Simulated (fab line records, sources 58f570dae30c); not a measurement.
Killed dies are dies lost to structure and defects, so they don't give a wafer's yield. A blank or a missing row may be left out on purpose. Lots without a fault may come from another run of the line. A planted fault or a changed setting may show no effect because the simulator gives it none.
Chamber matching | flow berkeley_cmos170 | UCB170_FIELD_WET_ETCH_04 on wet_bench-02: 3 sister chambers
The step etches SiO2 in dHF, time 60 s. 3 wafers are shown with their chamber, then 8 later ones without.

WAFERS WITH THEIR CHAMBER
wafer  | chamber | run_length_s (s)
L405.6 | 0       | 86
L406.6 | 1       | 86
L410.1 | 2       | 92

WAFERS WITHOUT THEIR CHAMBER
wafer  | run_length_s (s)
L410.4 | 92
L410.5 | 92
L411.1 | 93
L411.2 | 93
L411.4 | 93
L412.2 | 86
L412.4 | 86
L412.6 | 86

WHICH CHAMBER EACH WENT THROUGH
wafer  | from the rows above     | in truth
L410.4 | 2                       | 2
L410.5 | 2                       | 2
L411.1 | 2                       | 2
L411.2 | 2                       | 2
L411.4 | 2                       | 2
L412.2 | can't be placed: 0 or 1 | 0
L412.4 | can't be placed: 0 or 1 | 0
L412.6 | can't be placed: 0 or 1 | 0
Placed correctly: 5 of 8. Can't be placed from these rows: 3 (the true chamber is among the candidates in 3). Placed wrongly: 0.
How it was worked out, from the rows above alone: a wafer's distance from a chamber is the root of the sum, over the readings, of the square of ((its reading less the chamber's mean) divided by the reading's scatter). The wafer belongs to the nearest chamber; if the next one is less than 2 further off, it can't be placed. A chamber's mean is the mean of its shown wafers. The scatter: with one shown wafer a chamber, the root of the mean of the squares of how far each hidden wafer lies from its nearest shown one.
